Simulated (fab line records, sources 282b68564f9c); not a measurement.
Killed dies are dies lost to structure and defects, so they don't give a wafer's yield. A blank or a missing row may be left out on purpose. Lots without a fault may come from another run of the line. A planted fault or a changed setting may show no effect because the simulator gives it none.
fab line records | flow rit_cmos
record lots=6 wafers=18 last_day=8
route steps=202 shown SPACER@127 NSD@131 PSD@142 SDANNEAL@153 PLDD@159 M1@202
lots that met no fault: from a run of the same line without faults
start_h: hours from the record's first day to the start of the lot's first wafer shown | wait_h: hours since the lot's step before | " the same as in the row above | L1.1+2: a row that stands for several wafers | - no value, or no start given | * or withheld: withheld | < > ~ a bound
route shown NAME@n: a module of which the file shows steps, and the number in the route of the first | usual: mean/standard deviation of fault-free wafers | same: alike in all rows | chamber/n: place in a boat | sites: the reading at each site | _std_site: their standard deviation | _edge_site: outer sites' mean less inner sites' | radius_mm: how far each site lies from the wafer's centre | mask NAME#n: copy n | behind: the tool/chamber that last shaped the wafer | hold: why the lot was held/for how many hours/how that ended | device: the transistor (n, p or np) that didn't switch | end of line: the same wafers' tests at the end of the route | a step without rows: its recipe alone | killed: dies lost to structure and defects at the first sort, not the wafer's yield | map: a wafer's dies, x killed, . not, _ none there
set.NAME: the setting as run; set.NAME@STEP: as run at that earlier step | model.NAME: the simulator's own value behind a step, which no gauge read
lots at some steps of the route; a table a step, a row a wafer
services: from which hour (start_h, from the record's first day; less than 0 if before it) a tool's chamber was out of use, for how many hours, and why
## steps
# step RIT_SPACER_CLEAN_02
# recipe chemistry=SC2 mix=3:3:50 time_s=600 temp_c=75 dry=n2_spin
# step RIT_SPACER_CVD_03
# recipe material=Si3N4 target_thk_nm=250 temp_c=810 precursor=SiH2Cl2/NH3 time_s=3300 pressure_mtorr=300 sih2cl2_flow_sccm=60 nh3_flow_sccm=150
# step RIT_SPACER_THK_MEAS_04
# recipe reads=Si3N4_of_SPACER_CVD_03
# usual SPACER_NITRIDE_THK=249.4/2.3
# columns lot.wafer tool chamber start_h wait_h SPACER_NITRIDE_THK[nm]
L243.1 film_metro-01 - 78.83 0.0 245.9
L243.3 " - " " 247.5
L243.6 " - " " 246.7
L247.3 film_metro-01 - 97.61 0.0 247.9
L247.4 " - " " 249.5
L247.5 " - " " 252.2
L251.3 film_metro-03 - 118.05 0.0 250.3
L251.4 " - " " 249.2
L251.5 " - " " 249.7
L255.2 film_metro-02 - 145.50 0.0 248.8
L255.3 " - " " 248.8
L255.5 " - " " 248.2
L256.2 film_metro-03 - 152.10 0.0 246.5
L256.3 " - " " 247.2
L256.4 " - " " 247.2
L259.1 film_metro-01 - 172.02 0.0 250.0
L259.2 " - " " 247.8
L259.3 " - " " 249.1
# step RIT_SPACER_ETCHBACK_05
# recipe target_depth_a=2500 SF6_flow_sccm=30 CHF3_flow_sccm=30 target=Si3N4 chemistry=SF6/CHF3 pressure_mtorr=40 rf_w=250 time_s=240 stop_on=SiO2
# usual drypump_motor_current_A=5.9/0.49 oes_product_au=0.841/0.013 throttle_valve_pct=10.32/0.11
# columns lot.wafer tool chamber start_h wait_h drypump_motor_current_A oes_product_au rf_hours_counter_h throttle_valve_pct
L243.1 rie_diel-02 2 78.89 0.1 5.6 0.830 95 10.25
L243.3 " 3 " " 5.8 0.850 74 10.37
L243.6 " 3 " " 5.8 0.846 - 10.38
L247.3 rie_diel-04 2 97.65 0.0 6.2 0.836 10 10.22
L247.4 " 1 " " 6.4 0.851 92 10.19
L247.5 " 1 " " 6.5 0.859 - 10.19
L251.3 rie_diel-02 3 118.09 0.0 5.8 0.848 76 10.37
L251.4 " 1 " " 5.8 0.812 9 10.11
L251.5 " 3 " " 5.8 0.863 - 10.37
L255.2 rie_diel-04 2 145.55 0.0 6.2 0.842 10 10.20
L255.3 " 1 " " 6.5 0.851 93 10.19
L255.5 " 2 " " 6.2 0.839 - 10.20
L256.2 rie_diel-04 2 152.15 0.0 6.2 0.838 11 10.21
L256.3 " 1 " " 6.5 0.846 93 10.19
L256.4 " 2 " " 6.2 0.843 - 10.21
L259.1 rie_diel-03 3 172.08 0.1 4.8 0.838 142 10.23
L259.2 " 1 " " 6.2 0.814 118 10.51
L259.3 " 0 " " 5.9 0.831 62 10.44
# step RIT_NSD_HMDS_00
# recipe prime_time_s=60 prime_temp_c=140
# step RIT_NSD_COAT_01
# recipe resist=NOVOLAK spin_rpm=3250 resist_thk_nm=1000
# step RIT_NSD_SOFTBAKE_02
# recipe resist=NOVOLAK temp_c=90 time_s=60
# step RIT_NSD_EXPOSE_03
# recipe mask_id=M9 na=0.57 target_cd_nm=40700 dose_mj=250
# step RIT_NSD_PEB_04
# recipe resist=NOVOLAK temp_c=withheld time_s=withheld
# step RIT_NSD_DEVELOP_05
# recipe resist=NOVOLAK develop_time_s=50 dev_temp_c=23
# step RIT_NSD_OVL_MEAS_06
# usual NSD_OVL=0.4/1.4
# columns lot.wafer tool chamber start_h wait_h NSD_OVL[nm]
L243.1 overlay-02 - 80.13 - 0.5
L243.3 " - " " -0.3
L243.6 " - " " 2.4
L247.3 overlay-01 - 98.78 - 0.5
L247.4 " - " " -0.1
L247.5 " - " " 0.4
L251.3 overlay-01 - 119.10 - 3.2
L251.4 " - " " -1.2
L251.5 " - " " 3.0
L255.2 overlay-01 - 146.56 - 2.2
L255.3 " - " " -0.7
L255.5 " - " " 0.2
L256.2 overlay-01 - 153.49 - 0.3
L256.3 " - " " 1.1
L256.4 " - " " 0.9
L259.1 overlay-01 - 173.20 - -0.5
L259.2 " - " " 1.5
L259.3 " - " " -1.1
# step RIT_NSD_HARDBAKE_07
# recipe resist=NOVOLAK temp_c=140 time_s=60
# step RIT_NSD_IMPLANT_08
# recipe species=P energy_kev=25 dose_cm2=1e+15 tilt_deg=7
# usual dose_ions_cm2=1e+15/1.1e+12 faraday_current_uA=3130/58
# columns lot.wafer tool chamber start_h wait_h dose_ions_cm2 faraday_current_uA
L243.1 implanter-03 0 80.32 0.1 1e+15 3115
L243.3 " 0 " " 1.0004e+15 3185
L243.6 " 0 " " 9.989e+14 3072
L247.3 implanter-01 0 99.01 0.1 9.986e+14 3179
L247.4 " 0 " " 9.992e+14 3162
L247.5 " 0 " " 1.0009e+15 3041
L251.3 implanter-01 0 119.33 0.1 1.0013e+15 3187
L251.4 " 0 " " 1.0012e+15 3229
L251.5 " 0 " " 1.0011e+15 3100
L255.2 implanter-01 0 146.76 0.1 1.0955e+15 3414
L255.3 " 0 " " 1.0976e+15 3482
L255.5 " 0 " " 1.0956e+15 3434
L256.2 implanter-01 0 153.70 0.1 1.0971e+15 3394
L256.3 " 0 " " 1.0959e+15 3416
L256.4 " 0 " " 1.0959e+15 3373
L259.1 implanter-03 0 173.39 0.1 1.0009e+15 3169
L259.2 " 0 " " 1.0009e+15 3177
L259.3 " 0 " " 1.0017e+15 3099
# step RIT_NSD_STRIP_09
# recipe chemistry=O2 time_s=180 resist=NOVOLAK platen_temp_c=withheld power_w=500 pressure_mtorr=4000 o2_flow_sccm=4000
# usual drypump_motor_current_A=5.7/0.3
# columns lot.wafer tool chamber start_h wait_h drypump_motor_current_A rf_hours_counter_h
L243.1 plasma_asher-02 1 80.47 0.1 5.6 45
L243.3 " 0 " " 5.5 -
L243.6 " 1 " " 5.6 -
L247.3 plasma_asher-01 0 99.16 0.1 5.6 -
L247.4 " 1 " " 5.0 -
L247.5 " 0 " " 5.5 -
L251.3 plasma_asher-02 1 119.49 0.1 5.6 -
L251.4 " 0 " " 5.5 -
L251.5 " 1 " " 5.6 -
L255.2 plasma_asher-02 1 146.89 0.1 5.6 52
L255.3 " 1 " " 5.6 -
L255.5 " 1 " " 5.6 -
L256.2 plasma_asher-03 1 153.82 0.1 5.9 3
L256.3 " 0 " " 6.0 -
L256.4 " 1 " " 5.9 -
L259.1 plasma_asher-02 0 173.54 0.1 5.5 55
L259.2 " 1 " " 5.6 55
L259.3 " 1 " " 5.6 -
# step RIT_NSD_TW_MEAS_10
# usual NSD_TW=3110/25
# columns lot.wafer tool chamber start_h wait_h NSD_TW
L243.1 film_metro-03 - 80.64 0.1 3146
L243.3 " - " " 3157
L243.6 " - " " 3156
L247.3 film_metro-03 - 99.30 0.1 3111
L247.4 " - " " 3140
L247.5 " - " " 3142
L251.3 film_metro-04 - 119.62 0.1 3087
L251.4 " - " " 3094
L251.5 " - " " 3076
L255.2 film_metro-04 - 147.07 0.1 3139
L255.3 " - " " 3144
L255.5 " - " " 3153
L256.2 film_metro-03 - 154.01 0.1 3190
L256.3 " - " " 3213
L256.4 " - " " 3217
L259.1 film_metro-01 - 173.71 0.1 3099
L259.2 " - " " 3090
L259.3 " - " " 3079
# step RIT_PSD_HMDS_00
# recipe prime_time_s=60 prime_temp_c=140
# step RIT_PSD_COAT_01
# recipe resist=NOVOLAK spin_rpm=3250 resist_thk_nm=1000
# step RIT_PSD_SOFTBAKE_02
# recipe resist=NOVOLAK temp_c=90 time_s=60
# step RIT_PSD_EXPOSE_03
# recipe mask_id=M10 na=0.57 target_cd_nm=40900 dose_mj=250
# step RIT_PSD_PEB_04
# recipe resist=NOVOLAK temp_c=withheld time_s=withheld
# step RIT_PSD_DEVELOP_05
# recipe resist=NOVOLAK develop_time_s=50 dev_temp_c=23
# step RIT_PSD_OVL_MEAS_06
# usual PSD_OVL=1.8/1.5
# columns lot.wafer tool chamber start_h wait_h PSD_OVL[nm]
L243.1 overlay-02 - 81.72 - 3.1
L243.3 " - " " 2.3
L243.6 " - " " 1.9
L247.3 overlay-01 - 100.33 - 0.3
L247.4 " - " " 0.5
L247.5 " - " " -1.6
L251.3 overlay-01 - 120.65 - 0.5
L251.4 " - " " 0.5
L251.5 " - " " 2.1
L255.2 overlay-01 - 147.98 - 1.7
L255.3 " - " " 2.4
L255.5 " - " " 3.4
L256.2 overlay-01 - 154.92 - 3.3
L256.3 " - " " 3.2
L256.4 " - " " 2.9
L259.1 overlay-02 - 174.62 - 3.3
L259.2 " - " " 3.9
L259.3 " - " " 2.1
# step RIT_PSD_HARDBAKE_07
# recipe resist=NOVOLAK temp_c=140 time_s=60
# step RIT_PSD_IMPLANT_08
# recipe species=BF2 energy_kev=27 dose_cm2=5e+15 tilt_deg=7
# step RIT_PSD_STRIP_09
# recipe chemistry=O2 time_s=180 resist=NOVOLAK platen_temp_c=withheld power_w=500 pressure_mtorr=4000 o2_flow_sccm=4000
# usual drypump_motor_current_A=5.7/0.46
# columns lot.wafer tool chamber start_h wait_h drypump_motor_current_A rf_hours_counter_h
L243.1 plasma_asher-01 0 82.06 0.1 5.5 29
L243.3 " 1 " " 5.0 -
L243.6 " 1 " " 5.0 -
L247.3 plasma_asher-03 1 100.71 0.1 5.9 -
L247.4 " 0 " " 6.0 -
L247.5 " 1 " " 5.9 -
L251.3 plasma_asher-03 0 121.03 0.1 6.0 -
L251.4 " 1 " " 5.9 -
L251.5 " 0 " " 6.0 -
L255.2 plasma_asher-01 1 148.31 0.1 5.0 36
L255.3 " 1 " " 5.0 -
L255.5 " 0 " " 5.5 -
L256.2 plasma_asher-04 1 155.25 0.1 6.3 51
L256.3 " 0 " " 6.2 -
L256.4 " 1 " " 6.3 -
L259.1 plasma_asher-01 0 174.96 0.1 5.5 38
L259.2 " 1 " " 5.0 38
L259.3 " 0 " " 5.5 -
# step RIT_PSD_TW_MEAS_10
# usual PSD_TW=3420/32
# columns lot.wafer tool chamber start_h wait_h PSD_TW
L243.1 film_metro-04 - 82.23 0.1 3404
L243.3 " - " " 3384
L243.6 " - " " 3388
L247.3 film_metro-03 - 100.85 0.1 3452
L247.4 " - " " 3458
L247.5 " - " " 3445
L251.3 film_metro-01 - 121.17 0.1 3400
L251.4 " - " " 3417
L251.5 " - " " 3405
L255.2 film_metro-03 - 148.49 0.1 3440
L255.3 " - " " 3462
L255.5 " - " " 3457
L256.2 film_metro-04 - 155.43 0.1 3396
L256.3 " - " " 3410
L256.4 " - " " 3402
L259.1 film_metro-04 - 175.13 0.1 3398
L259.2 " - " " 3390
L259.3 " - " " 3385
# step RIT_SDANNEAL_CLEAN_00
# recipe chemistry=SC1 mix=3:3:50 time_s=600 temp_c=75
# step RIT_SDANNEAL_CLEAN_01
# recipe chemistry=dHF dilution=50:1 time_s=30
# step RIT_SDANNEAL_CLEAN_02
# recipe chemistry=SC2 mix=3:3:50 time_s=600 temp_c=75 dry=n2_spin
# step RIT_SDANNEAL_RTA_03
# recipe temp_c=1050 time_s=5 idle_temp_c=600 ramp_up_c_per_s=342 ramp_down_c_per_s=171 cool_to_c=600 ambient=N2
# usual wafer_temp_C_max=1053.5/1.1
# columns lot.wafer tool chamber start_h wait_h wafer_temp_C_max
L243.1 rtp_anneal-02 0 82.69 0.0 1053.3
L243.3 " 0 " " 1054.9
L243.6 " 0 " " 1054.0
L247.3 rtp_anneal-02 0 101.29 0.0 1052.7
L247.4 " 0 " " 1056.3
L247.5 " 0 " " 1053.0
L251.3 rtp_anneal-02 0 121.60 0.0 1053.2
L251.4 " 0 " " 1053.6
L251.5 " 0 " " 1053.1
L255.2 rtp_anneal-02 0 148.92 0.0 1052.6
L255.3 " 0 " " 1054.2
L255.5 " 0 " " 1053.6
L256.2 rtp_anneal-01 0 156.05 0.0 1051.4
L256.3 " 0 " " 1056.7
L256.4 " 0 " " 1053.9
L259.1 rtp_anneal-02 0 175.56 0.0 1052.9
L259.2 " 0 " " 1055.2
L259.3 " 0 " " 1055.6
# step RIT_SDANNEAL_RS_MEAS_04
# recipe thk_meas_gauge=four-point-probe
# usual PSD_RS=115.9/0.31
# columns lot.wafer tool chamber start_h wait_h PSD_RS[ohm/sq]
L243.1 film_metro-04 - 82.75 0.0 116.4
L243.3 " - " " 116.4
L243.6 " - " " 116.3
L247.3 film_metro-01 - 101.37 0.1 115.5
L247.4 " - " " 115.3
L247.5 " - " " 115.5
L251.3 film_metro-04 - 121.67 0.1 115.7
L251.4 " - " " 115.9
L251.5 " - " " 115.5
L255.2 film_metro-04 - 148.99 0.1 115.9
L255.3 " - " " 115.8
L255.5 " - " " 115.8
L256.2 film_metro-01 - 156.12 0.1 116.1
L256.3 " - " " 116.6
L256.4 " - " " 115.9
L259.1 film_metro-04 - 175.62 0.0 115.2
L259.2 " - " " 115.8
L259.3 " - " " 115.6
# step RIT_SDANNEAL_RS_MEAS_05
# recipe thk_meas_gauge=four-point-probe
# usual NSD_RS=84.60/0.26
# columns lot.wafer tool chamber start_h wait_h NSD_RS[ohm/sq]
L243.1 film_metro-04 - 82.87 0.1 84.30
L243.3 " - " " 84.47
L243.6 " - " " 84.46
L247.3 film_metro-01 - 101.49 0.1 84.17
L247.4 " - " " 84.28
L247.5 " - " " 84.48
L251.3 film_metro-04 - 121.79 0.1 84.00
L251.4 " - " " 84.24
L251.5 " - " " 84.22
L255.2 film_metro-04 - 149.11 0.1 78.97
L255.3 " - " " 78.72
L255.5 " - " " 79.00
L256.2 film_metro-01 - 156.24 0.1 78.79
L256.3 " - " " 78.98
L256.4 " - " " 78.78
L259.1 film_metro-04 - 175.74 0.1 84.17
L259.2 " - " " 84.33
L259.3 " - " " 84.46
# step RIT_SDANNEAL_RS_MEAS_06
# recipe thk_meas_gauge=four-point-probe
# usual PLDD_RS=178.8/0.46
# columns lot.wafer tool chamber start_h wait_h PLDD_RS[ohm/sq]
L243.1 film_metro-04 - 82.99 0.1 179.0
L243.3 " - " " 178.7
L243.6 " - " " 178.7
L247.3 film_metro-01 - 101.61 0.1 178.3
L247.4 " - " " 178.2
L247.5 " - " " 178.2
L251.3 film_metro-04 - 121.91 0.1 178.8
L251.4 " - " " 179.0
L251.5 " - " " 178.5
L255.2 film_metro-04 - 149.23 0.1 178.2
L255.3 " - " " 178.4
L255.5 " - " " 177.9
L256.2 film_metro-01 - 156.36 0.1 178.4
L256.3 " - " " 179.1
L256.4 " - " " 179.3
L259.1 film_metro-04 - 175.86 0.1 178.8
L259.2 " - " " 178.9
L259.3 " - " " 178.4
# step RIT_M1_PROBE_99
# usual killed_at_M0_to_M3=0.0/0.12 killed_at_front_end=7/3 killed_dies=7/3 killed_open=3.4/1.8 killed_short=3.8/2.1
# same gross_dies=264 killed_at_M4_up=0 killed_at_back_side=0 killed_at_contacts=0 killed_at_other=0
# columns lot.wafer tool chamber start_h wait_h killed_at_M0_to_M3 killed_at_front_end killed_dies killed_open killed_short
L247.3 prober-02 - 108.87 0.2 0 4 4 0 4
L247.4 prober-02 - 108.92 0.2 0 8 8 5 3
L247.5 prober-02 - 108.97 0.2 0 7 7 4 3
L251.3 prober-02 - 129.09 0.2 0 9 9 4 5
L251.4 prober-02 - 129.14 0.2 0 5 5 3 2
L251.5 prober-02 - 129.19 0.2 0 4 4 2 2
# killed by level:class
L247.3 FOX1:geometric_particle:short=1 REOX:geometric_particle:short=1 SPACER:geometric_particle:short=1 SILICIDE:geometric_particle:short=1
L247.4 GATE:geometric_particle:open=3 FOX1:geometric_particle:short=1 GATE:geometric_particle:short=1 REOX:geometric_particle:open=1 SPACER:geometric_particle:open=1 SILICIDE:geometric_particle:short=1
L247.5 GATE:geometric_particle:open=3 REOX:geometric_particle:short=2 GATE:geometric_particle:short=1 REOX:geometric_particle:open=1
L251.3 SPACER:geometric_particle:short=3 FOX1:geometric_particle:open=1 FOX2:geometric_particle:open=1 GATE:geometric_particle:short=1 REOX:geometric_particle:short=1 SPACER:geometric_particle:open=1 SILICIDE:geometric_particle:open=1
L251.4 GATE:geometric_particle:open=3 FOX2:geometric_particle:short=1 GATE:geometric_particle:short=1
L251.5 GATE:geometric_particle:open=1 REOX:geometric_particle:open=1 SPACER:geometric_particle:short=1 SILICIDE:geometric_particle:short=1
## services
# columns tool chamber start_h hours kind
plasma_asher-03 - 76.25 2.9 repair
plasma_asher-04 - 78.88 2.8 pm
implanter-01 - 82.24 0.7 repair
rie_diel-03 0 86.65 18.1 repair
plasma_asher-03 - 108.75 9.0 pm
plasma_asher-03 0 108.75 9.0 vent_cycle
plasma_asher-03 1 108.75 9.0 vent_cycle
plasma_asher-03 - 116.03 0.7 repair
plasma_asher-03 0 117.75 - clean
plasma_asher-03 1 117.75 - clean
implanter-03 - 129.22 0.7 repair
plasma_asher-01 - 136.21 0.6 repair
rie_diel-04 3 145.90 8.6 repair
rie_diel-02 0 170.60 6.2 repair
## key
first_sign step=RIT_NSD_IMPLANT_08 reading=dose_ions_cm2 direction=up sigmas=89 usual=1e+15 struck=1.0963e+15
effect step=RIT_NSD_IMPLANT_08 reading=faraday_current_uA direction=up sigmas=5 usual=3130 struck=3419
effect step=RIT_NSD_TW_MEAS_10 reading=NSD_TW direction=up sigmas=2.6 usual=3110 struck=3176
effect step=RIT_SDANNEAL_RS_MEAS_05 reading=NSD_RS direction=down sigmas=22 usual=84.60 struck=78.87
met_at RIT_NSD_IMPLANT_08
struck_wafers L255.2,L255.3,L255.5,L256.2,L256.3,L256.4
tester_left_out L255,L256
onset_between 119.33 146.76
fault kind=process_parameter_drift tool=implanter-01 chamber=- onset_h=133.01 steps=RIT_NSD_IMPLANT_08 channel=dose_cm2 offset=9.665e+13 shape=step end_h=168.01 acts_in=these_recipes_only stated=1e+15
# tester_left_out: of these lots the tester's yield and bins aren't shown, on N5 and GAA mostly nor the transistor test; their killed dies are dies lost to structure and defects alone, not to doping, threshold or leakage, so they don't give the yield
